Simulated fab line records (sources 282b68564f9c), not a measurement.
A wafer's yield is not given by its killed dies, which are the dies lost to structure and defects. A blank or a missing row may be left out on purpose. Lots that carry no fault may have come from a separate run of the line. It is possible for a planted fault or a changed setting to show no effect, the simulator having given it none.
fab line records | flow rit-cmos
[record] lots = 15 wafers = 45 last-day = 7
route steps=202 shown M1@196
lots that met no fault: from a run of the same line without faults
start-h: the number of hours between the record's first day and the start of the first shown wafer of the lot | wait-h: how many hours have passed since the lot's step before this one | " identical to the entry in the row above | L1.1+2: several wafers, shown together as one row | - no value, or no start given | * or withheld: withheld | < > ~ a bound
route shown NAME@n: names a module that has steps shown in the file, with the first one's number in the route | usual: the fault-free wafers' mean and standard deviation | same: alike in all rows | chamber/n: place in a boat | sites: readings site by site | _std_site: the values' standard deviation | _edge_site: inner sites' mean taken away from outer sites' mean | radius-mm: for every site, how far away it sits from the centre of the wafer | mask NAME#n: copy n | behind: the most recent tool/chamber to have shaped the wafer | hold: what put the lot on hold/how long, in hours/how the hold closed | device: transistor that didn't switch, given as n, p or np | end of line: at the end of the route, the tests of the same wafers | a step without rows: its recipe alone | killed: the dies lost at the first sort to structure and to defects; this is not the yield of the wafer | map: a wafer's dies, x killed, . not, _ none there
set.NAME: the run value of the setting; set.NAME@STEP: its run value at that earlier step | model.NAME: the simulator's own value behind a step, which no gauge read
the route's steps for a sample of lots (tables are steps, rows are wafers)
services: a tool's chamber out of use, with start hour (start-h, from the record's first day; less than 0 if before it), hours out, and reason
[[steps]]
[step RIT_M1_METAL_ETCH_12]
[recipe] stop-on = SiO2 chemistry = Cl2/BCl3 target = Al time-s = 165 over-etch-frac = 0.5 pressure-mtorr = 100 target-depth-a = 6000 rf-w = 250 Cl2_flow_sccm = 60 bcl3-flow-sccm = 50
[usual] bcl3-flow-sccm = 49.95/0.14 chamber-pressure-mTorr = 99.99/0.11 drypump-motor-current-A = 5.9/0.36 oes-product-au = 0.781/0.02 throttle-valve-pct = 8.22/0.052
// columns lot.wafer tool chamber start-h wait-h bcl3-flow-sccm chamber-pressure-mTorr drypump-motor-current-A oes-product-au rf-hours-counter-h throttle-valve-pct
L369.2 rie-metal-03 0 70.29 0.2 49.76 99.90 5.3 0.796 1 8.14
L369.4 " 0 " " 49.87 100.01 5.3 0.800 - 8.13
L369.6 " 0 " " 49.88 99.80 5.3 0.809 - 8.14
L371.3 rie-metal-01 1 73.15 0.2 49.89 99.90 5.7 0.783 - 8.29
L371.4 " 0 " " 50.06 99.84 6.2 0.757 - 8.21
L371.6 " 1 " " 49.82 100.09 5.7 0.780 - 8.28
L374.1 rie-metal-01 0 85.67 0.2 50.15 100.20 6.2 0.757 34 8.21
L374.3 " 0 " " 50.21 100.10 6.2 0.770 - 8.21
L374.5 " 0 " " 50.14 99.99 6.2 0.760 - 8.20
L375.3 rie-metal-03 0 89.43 0.2 49.91 100.08 5.4 0.788 - 8.14
L375.4 " 0 " " 49.80 100.06 5.4 0.794 - 8.14
L375.5 " 0 " " 49.96 99.88 5.4 0.798 - 8.14
L376.1 rie-metal-02 1 100.63 0.2 49.94 100.02 6.0 0.760 3 8.23
L376.2 " 0 " " 49.99 100.08 6.4 0.787 3 8.29
L376.5 " 1 " " 50.07 99.93 6.1 0.739 - 8.21
L377.1 rie-metal-03 0 106.91 0.2 - - - - - -
L377.3 " 0 " " - - - - - -
L377.6 " 1 " " - - - - - -
L379.1 rie-metal-02 0 113.12 0.2 - - - - - -
L379.2 " 1 " " - - - - - -
L379.5 " 1 " " - - - - - -
L380.1 rie-metal-01 1 119.78 0.2 - - - - - -
L380.4 " 1 " " - - - - - -
L380.5 " 1 " " - - - - - -
L385.1 rie-metal-02 1 144.44 0.2 49.78 100.06 6.0 0.746 3 8.20
L385.4 " 0 " " 49.84 99.95 6.4 0.783 - 8.27
L385.6 " 0 " " 49.90 100.03 6.4 0.788 - 8.28
L387.2 rie-metal-02 1 153.86 0.2 49.94 100.05 6.0 0.764 3 8.21
L387.3 " 0 " " 49.99 100.05 6.4 0.789 - 8.26
L387.6 " 1 " " 50.00 99.99 6.0 0.747 - 8.21
L388.4 rie-metal-03 0 155.05 0.1 49.76 100.06 5.3 0.804 - 8.12
L388.5 " 0 " " 49.94 100.10 5.3 0.794 - 8.13
L388.6 " 1 " " 49.88 99.90 6.0 0.806 - 8.21
L389.3 rie-metal-01 1 157.13 0.2 49.90 99.98 5.6 0.790 - 8.29
L389.5 " 1 " " 50.01 100.12 5.6 0.791 - 8.29
L389.6 " 0 " " 50.10 100.02 6.2 0.751 - 8.22
L390.2 rie-metal-02 1 165.85 0.2 49.94 99.83 6.0 0.756 4 8.22
L390.5 " 0 " " 49.77 100.00 6.4 0.777 - 8.28
L390.6 " 1 " " 49.88 100.05 6.0 0.744 - 8.23
L391.4 rie-metal-03 0 170.55 0.1 50.19 100.13 5.3 0.801 - 8.14
L391.5 " 1 " " 49.94 100.00 5.9 0.803 - 8.20
L391.6 " 0 " " 49.92 99.98 5.4 0.800 - 8.14
L392.1 rie-metal-01 0 175.95 0.2 49.88 100.13 6.2 0.762 0 8.21
L392.5 " 1 " " 50.13 99.90 5.7 0.790 - 8.27
L392.6 " 0 " " 49.69 99.85 6.2 0.758 - 8.20
[step RIT_M1_CD_MEAS_90]
[recipe] target-cd-nm = 2600
[usual] cd-nm = 2600.4/2.5
// columns lot.wafer tool chamber start-h wait-h cd-nm
L369.2 cd-sem-01 - 70.82 0.1 2599.9
L369.4 " - " " 2601.4
L369.6 " - " " 2601.7
L371.3 cd-sem-01 - 73.65 0.1 2597.0
L371.4 " - " " 2600.8
L371.6 " - " " 2600.4
L374.1 cd-sem-01 - 86.18 0.1 2601.2
L374.3 " - " " 2604.4
L374.5 " - " " 2602.1
L375.3 cd-sem-02 - 90.05 0.1 2596.8
L375.4 " - " " 2599.1
L375.5 " - " " 2599.5
L376.1 cd-sem-02 - 101.19 0.2 2600.4
L376.2 " - " " 2595.9
L376.5 " - " " 2600.8
L377.1 cd-sem-02 - 107.44 0.1 -
L377.3 " - " " -
L377.6 " - " " -
L379.1 cd-sem-02 - 113.63 0.1 -
L379.2 " - " " -
L379.5 " - " " -
L380.1 cd-sem-02 - 120.29 0.1 -
L380.4 " - " " -
L380.5 " - " " -
L385.1 cd-sem-02 - 144.96 0.1 2601.3
L385.4 " - " " 2602.8
L385.6 " - " " 2600.4
L387.2 cd-sem-02 - 154.39 0.1 2602.9
L387.3 " - " " 2596.7
L387.6 " - " " 2602.2
L388.4 cd-sem-01 - 155.57 0.1 2595.6
L388.5 " - " " 2600.4
L388.6 " - " " 2598.0
L389.3 cd-sem-02 - 157.63 0.1 2601.2
L389.5 " - " " 2599.2
L389.6 " - " " 2601.7
L390.2 cd-sem-01 - 166.40 0.1 2601.1
L390.5 " - " " 2593.5
L390.6 " - " " 2595.9
L391.4 cd-sem-02 - 171.26 0.1 2603.2
L391.5 " - " " 2602.9
L391.6 " - " " 2603.4
L392.1 cd-sem-01 - 176.48 0.1 2603.1
L392.5 " - " " 2603.0
L392.6 " - " " 2604.0
[step RIT_M1_PROBE_99]
[usual] defect-limited-yield = 97.5/1.1 killed_at_M0_to_M3 = 0/0 killed-at-contacts = 0.1/0.23 killed-at-front-end = 6.6/2.8 killed-dies = 6.6/2.8 killed-on-rim = 1.8/1.4 killed-open = 3.3/2 killed-short = 3.2/1.7 sort_bin_3_pad_short = 0.1/0.18 sort_bin_5_function = 1.4/0.84 sort_bin_6_memory = 1.0/0.64 sort-n-pass = 257.4/2.8 sort-yield-pct = 97.5/1.1
[same] gross-dies = 264 killed_at_M4_up = 0 killed-at-back-side = 0 killed-at-other = 0
// columns lot.wafer tool chamber start-h wait-h defect-limited-yield[%] killed_at_M0_to_M3 killed-at-contacts killed-at-front-end killed-dies killed-on-rim killed-open killed-short sort_bin_3_pad_short[%] sort_bin_5_function[%] sort_bin_6_memory[%] sort-n-pass sort-yield-pct[%]
L369.2 prober-02 - 72.59 0.1 98.5 0 0 4 4 1 2 2 0 1.1 0.4 260.0 98.5
L369.4 prober-02 - 72.69 0.2 97.7 0 0 6 6 1 3 3 0 1.1 1.1 258.0 97.7
L369.6 prober-02 - 72.79 0.2 98.9 0 0 3 3 0 3 0 0 0.4 0.8 261.0 98.9
L371.3 prober-02 - 76.51 0.2 98.5 0 0 4 4 2 1 3 0 1.5 0 260.0 98.5
L371.4 prober-02 - 76.56 0.2 99.2 0 0 2 2 0 2 0 0 0 0.8 262.0 99.2
L371.6 prober-02 - 76.66 0.2 98.1 0 0 5 5 1 3 2 0 1.1 0.8 259.0 98.1
L374.1 prober-01 - 89.24 0.1 98.9 0 0 3 3 3 1 2 0 0.8 0.4 261.0 98.9
L374.3 prober-01 - 89.34 0.2 97.7 0 0 6 6 2 4 2 0.4 1.9 0 258.0 97.7
L374.5 prober-01 - 89.44 0.2 97.0 0 0 8 8 2 2 6 0.4 0.8 1.9 256.0 97.0
L375.3 prober-02 - 91.85 0.2 98.5 0 0 4 4 0 0 3 0 0.8 0.8 260.0 98.5
L375.4 prober-02 - 91.90 0.2 97.3 0 0 7 7 1 4 3 0.4 1.5 0.8 257.0 97.3
L375.5 prober-02 - 91.95 0.2 95.1 0 0 13 13 3 6 6 0 4.2 0.8 251.0 95.1
L376.1 prober-01 - 102.93 0.1 97.7 0 0 6 6 3 3 3 0 2.3 0 258.0 97.7
L376.2 prober-01 - 102.98 0.1 98.1 0 0 5 5 1 3 2 0 1.1 0.8 259.0 98.1
L376.5 prober-01 - 103.13 0.2 96.6 0 0 9 9 1 5 4 0 2.3 1.1 255.0 96.6
L377.1 prober-01 - 109.18 0.1 0 263 0 1 264 70 1 0 0 100.0 0 0 0
L377.3 prober-01 - 109.28 0.2 0 257 0 7 264 70 2 4 0 98.9 1.1 0 0
L377.6 prober-01 - 109.43 0.2 0 259 0 5 264 70 1 4 0.4 98.9 0.8 0 0
L379.1 prober-02 - 115.37 0.1 0 256 0 8 264 70 4 4 0 98.9 1.1 0 0
L379.2 prober-02 - 115.42 0.1 0 255 0 9 264 70 5 4 0.4 98.1 1.5 0 0
L379.5 prober-02 - 115.57 0.2 0 253 1 10 264 70 4 7 0 98.1 1.9 0 0
L380.1 prober-01 - 122.03 0.1 0 256 0 8 264 70 0 8 0.4 98.1 1.5 0 0
L380.4 prober-01 - 122.18 0.2 0 258 0 6 264 70 2 4 0 98.5 1.5 0 0
L380.5 prober-01 - 122.23 0.2 0 258 0 6 264 70 1 5 0 98.9 1.1 0 0
L385.1 prober-02 - 146.70 0.1 96.6 0 0 9 9 3 3 5 0 1.9 1.5 255.0 96.6
L385.4 prober-02 - 146.85 0.2 96.2 0 0 10 10 5 5 5 0 1.9 1.9 254.0 96.2
L385.6 prober-02 - 146.95 0.2 94.3 0 0 15 15 4 11 3 0 3.8 1.9 249.0 94.3
L387.2 prober-02 - 156.16 0.1 97.7 0 0 6 6 4 3 3 0 0.4 1.9 258.0 97.7
L387.3 prober-02 - 156.21 0.2 97.7 0 0 6 6 1 2 4 0 1.1 1.1 258.0 97.7
L387.6 prober-02 - 156.36 0.2 95.8 0 0 11 11 1 3 7 0 3.4 0.8 253.0 95.8
L388.4 prober-01 - 157.76 0.2 97.3 0 0 7 7 1 4 2 0 0.8 1.9 257.0 97.3
L388.5 prober-01 - 157.81 0.2 97.7 0 0 6 6 3 2 4 0 1.5 0.8 258.0 97.7
L388.6 prober-01 - 157.86 0.2 97.7 0 0 6 6 1 5 1 0 0.8 1.5 258.0 97.7
L389.3 prober-02 - 159.43 0.2 95.8 0 0 11 11 1 7 4 0 2.7 1.5 253.0 95.8
L389.5 prober-02 - 159.53 0.2 97.3 0 0 7 7 0 3 4 0 1.1 1.5 257.0 97.3
L389.6 prober-02 - 159.58 0.2 96.2 0 0 10 10 1 8 2 0 2.7 1.1 254.0 96.2
L390.2 prober-01 - 168.17 0.1 98.1 0 0 5 5 3 3 2 0 0.8 1.1 259.0 98.1
L390.5 prober-01 - 168.32 0.2 97.3 0 0 7 7 2 4 3 0 1.5 1.1 257.0 97.3
L390.6 prober-01 - 168.37 0.2 96.2 0 0 10 10 3 4 6 0 3.0 0.8 254.0 96.2
L391.4 prober-02 - 173.09 0.2 96.6 0 0 9 9 3 5 4 0.4 1.5 1.5 255.0 96.6
L391.5 prober-02 - 173.14 0.2 97.3 0 0 7 7 1 4 3 0 1.5 1.1 257.0 97.3
L391.6 prober-02 - 173.19 0.2 97.7 0 0 6 6 1 3 3 0 1.1 1.1 258.0 97.7
L392.1 prober-01 - 178.22 0.1 99.2 0 0 2 2 1 0 2 0 0.4 0.4 262.0 99.2
L392.5 prober-01 - 178.42 0.2 98.9 0 0 3 3 1 2 1 0 0.4 0.8 261.0 98.9
L392.6 prober-01 - 178.47 0.2 99.2 0 0 2 2 0 0 2 0 0.4 0.4 262.0 99.2
// killed by level:class
L369.2 REOX:geometric-particle:open=2 GATE:geometric-particle:short=1 SPACER:geometric-particle:short=1
L369.4 SPACER:geometric-particle:short=2 FOX1:geometric-particle:open=1 GATE:geometric-particle:open=1 SPACER:geometric-particle:open=1 GATE:geometric-particle:short=1
L369.6 SPACER:geometric-particle:open=2 FOX1:geometric-particle:open=1
L371.3 GATE:geometric-particle:short=2 GATE:geometric-particle:open=1 SPACER:geometric-particle:short=1
L371.4 GATE:geometric-particle:open=1 SPACER:geometric-particle:open=1
L371.6 GATE:geometric-particle:open=2 GATE:geometric-particle:short=1 SPACER:geometric-particle:short=1 SPACER:geometric-particle:open=1
L374.1 GATE:geometric-particle:short=2 FOX1:geometric-particle:open=1
L374.3 GATE:geometric-particle:open=2 SILICIDE:geometric-particle:open=2 FOX1:geometric-particle:short=1 GATE:geometric-particle:short=1
L374.5 GATE:geometric-particle:short=3 SILICIDE:geometric-particle:short=2 GATE:geometric-particle:open=1 REOX:geometric-particle:open=1 REOX:geometric-particle:short=1
L375.3 FOX1:geometric-particle:short=2 REOX:geometric-particle:short=1 ACTIVE:coat-microbubble-printed=1
L375.4 FOX1:geometric-particle:short=2 FOX2:geometric-particle:open=2 FOX1:geometric-particle:open=1 SPACER:geometric-particle:short=1 SILICIDE:geometric-particle:open=1
L375.5 FOX1:geometric-particle:open=5 GATE:geometric-particle:short=3 FOX1:geometric-particle:short=1 GATE:geometric-particle:open=1 SPACER:geometric-particle:short=1 SILICIDE:geometric-particle:short=1 ACTIVE:coat-microbubble-printed=1
L376.1 GATE:geometric-particle:open=2 FOX1:geometric-particle:short=1 FOX2:geometric-particle:short=1 GATE:geometric-particle:short=1 SILICIDE:geometric-particle:open=1
L376.2 GATE:geometric-particle:open=3 GATE:geometric-particle:short=2
L376.5 GATE:geometric-particle:open=3 GATE:geometric-particle:short=2 FOX1:geometric-particle:short=1 FOX1:geometric-particle:open=1 SILICIDE:geometric-particle:open=1 SILICIDE:geometric-particle:short=1
L377.1 M1:area-etch=263 FOX2:geometric-particle:open=1
L377.3 M1:area-etch=257 FOX1:geometric-particle:short=2 FOX1:geometric-particle:open=1 REOX:geometric-particle:short=1 SPACER:geometric-particle:open=1 SILICIDE:geometric-particle:short=1 PSD:coat-microbubble-printed=1
L377.6 M1:area-etch=259 GATE:geometric-particle:short=2 SILICIDE:geometric-particle:short=2 REOX:geometric-particle:open=1
L379.1 M1:area-etch=256 GATE:geometric-particle:short=3 FOX1:geometric-particle:open=1 FOX1:geometric-particle:short=1 GATE:geometric-particle:open=1 REOX:geometric-particle:open=1 SILICIDE:geometric-particle:open=1
L379.2 M1:area-etch=255 GATE:geometric-particle:short=2 REOX:geometric-particle:open=2 FOX2:geometric-particle:open=1 FOX2:geometric-particle:short=1 REOX:geometric-particle:short=1 SPACER:geometric-particle:open=1 SILICIDE:geometric-particle:open=1
L379.5 M1:area-etch=253 GATE:geometric-particle:short=3 FOX1:geometric-particle:short=2 SILICIDE:geometric-particle:open=2 ACTIVE:geometric-particle:short=1 REOX:geometric-particle:short=1 SPACER:geometric-particle:open=1 CONTACT:geometric-particle:open=1
L380.1 M1:area-etch=256 REOX:geometric-particle:short=4 GATE:geometric-particle:short=3 SPACER:geometric-particle:short=1
L380.4 M1:area-etch=258 GATE:geometric-particle:short=3 FOX1:geometric-particle:short=1 FOX1:geometric-particle:open=1 GATE:geometric-particle:open=1
L380.5 M1:area-etch=258 GATE:geometric-particle:short=2 SPACER:geometric-particle:short=2 FOX1:geometric-particle:short=1 FOX1:geometric-particle:open=1
L385.1 GATE:geometric-particle:open=2 REOX:geometric-particle:short=2 FOX1:geometric-particle:short=1 GATE:geometric-particle:short=1 REOX:geometric-particle:open=1 SPACER:geometric-particle:short=1 NLDD:coat-microbubble-printed=1
L385.4 GATE:geometric-particle:short=3 FOX1:geometric-particle:open=2 GATE:geometric-particle:open=2 REOX:geometric-particle:short=2 REOX:geometric-particle:open=1
L385.6 GATE:geometric-particle:open=8 FOX1:geometric-particle:open=2 GATE:geometric-particle:short=2 SILICIDE:geometric-particle:short=1 SILICIDE:geometric-particle:open=1 NWELL:coat-microbubble-printed=1
L387.2 GATE:geometric-particle:open=2 FOX1:geometric-particle:open=1 FOX1:geometric-particle:short=1 GATE:geometric-particle:short=1 SPACER:geometric-particle:short=1
L387.3 SILICIDE:geometric-particle:short=2 FOX1:geometric-particle:short=1 GATE:geometric-particle:open=1 SPACER:geometric-particle:open=1 SPACER:geometric-particle:short=1
L387.6 FOX1:geometric-particle:open=3 FOX1:geometric-particle:short=2 GATE:geometric-particle:short=2 REOX:geometric-particle:short=1 SPACER:geometric-particle:short=1 SILICIDE:geometric-particle:short=1 ACTIVE:coat-microbubble-printed=1
L388.4 FOX1:geometric-particle:open=3 FOX2:geometric-particle:short=1 GATE:geometric-particle:short=1 REOX:geometric-particle:open=1 PRETRO:coat-microbubble-printed=1
L388.5 FOX1:geometric-particle:short=1 GATE:geometric-particle:open=1 GATE:geometric-particle:short=1 REOX:geometric-particle:short=1 SPACER:geometric-particle:short=1 SILICIDE:geometric-particle:open=1
L388.6 FOX1:geometric-particle:open=3 SILICIDE:geometric-particle:open=2 GATE:geometric-particle:short=1
L389.3 GATE:geometric-particle:open=3 SPACER:geometric-particle:open=2 SILICIDE:geometric-particle:short=2 FOX1:geometric-particle:short=1 FOX2:geometric-particle:open=1 SPACER:geometric-particle:short=1 SILICIDE:geometric-particle:open=1
L389.5 SPACER:geometric-particle:open=2 FOX2:geometric-particle:short=1 FOX2:geometric-particle:open=1 REOX:geometric-particle:short=1 SPACER:geometric-particle:short=1 SILICIDE:geometric-particle:short=1
L389.6 FOX1:geometric-particle:open=3 GATE:geometric-particle:open=2 SILICIDE:geometric-particle:open=2 FOX1:geometric-particle:short=1 SPACER:geometric-particle:open=1 SPACER:geometric-particle:short=1
L390.2 GATE:geometric-particle:open=2 FOX1:geometric-particle:short=1 SPACER:geometric-particle:open=1 SPACER:geometric-particle:short=1
L390.5 GATE:geometric-particle:open=3 GATE:geometric-particle:short=2 FOX1:geometric-particle:short=1 SPACER:geometric-particle:open=1
L390.6 SPACER:geometric-particle:open=3 GATE:geometric-particle:short=2 FOX1:geometric-particle:short=1 GATE:geometric-particle:open=1 REOX:geometric-particle:short=1 SPACER:geometric-particle:short=1 SILICIDE:geometric-particle:short=1
L391.4 GATE:geometric-particle:open=3 GATE:geometric-particle:short=3 FOX2:geometric-particle:open=1 REOX:geometric-particle:open=1 REOX:geometric-particle:short=1
L391.5 GATE:geometric-particle:short=2 REOX:geometric-particle:open=2 GATE:geometric-particle:open=1 REOX:geometric-particle:short=1 SILICIDE:geometric-particle:open=1
L391.6 GATE:geometric-particle:open=2 GATE:geometric-particle:short=1 REOX:geometric-particle:open=1 REOX:geometric-particle:short=1 SPACER:geometric-particle:short=1
L392.1 GATE:geometric-particle:short=1 SILICIDE:geometric-particle:short=1
L392.5 GATE:geometric-particle:open=1 REOX:geometric-particle:open=1 SILICIDE:geometric-particle:short=1
L392.6 GATE:geometric-particle:short=1 SILICIDE:geometric-particle:short=1
[[services]]
// columns tool chamber start-h hours kind
rie-metal-03 1 89.01 12.3 repair
rie-metal-01 - 103.40 14.6 pm
rie-metal-01 - 136.12 20.0 pm
rie-metal-01 0 136.12 20.0 vent-cycle
rie-metal-01 1 136.12 20.0 vent-cycle
rie-metal-01 0 156.12 - clean
rie-metal-01 1 156.12 - clean
[[key]]
[first-sign] step = RIT_M1_METAL_ETCH_12 reading = tool-record direction = missing
[effect] step = RIT_M1_CD_MEAS_90 reading = cd-nm direction = missing
[effect] step = RIT_M1_PROBE_99 reading = killed_at_M0_to_M3 direction = up sigmas = 99+ usual = 0 struck = 257.2
[more-kills-born-at] RIT_M1_METAL_ETCH_12@rie-metal-03 = 779 RIT_M1_METAL_ETCH_12@rie-metal-01 = 772 RIT_M1_METAL_ETCH_12@rie-metal-02 = 764
met-at RIT_M1_METAL_ETCH_12
struck-lots L377,L379,L380
later-rows-left-out L377.1,L377.3,L377.6,L379.1,L379.2,L379.5,L380.1,L380.4,L380.5
onset-between 100.63 106.91
[fault] kind = skipped-step-whole tool = rie-metal-01,rie-metal-02,rie-metal-03 chamber = - onset-h = 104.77 steps = RIT_M1_METAL_ETCH_12 scope = struck-lots-only
// later-rows-left-out: the simulator's readings of these wafers behind a module that went badly wrong aren't trusted and aren't shown, but for the sort
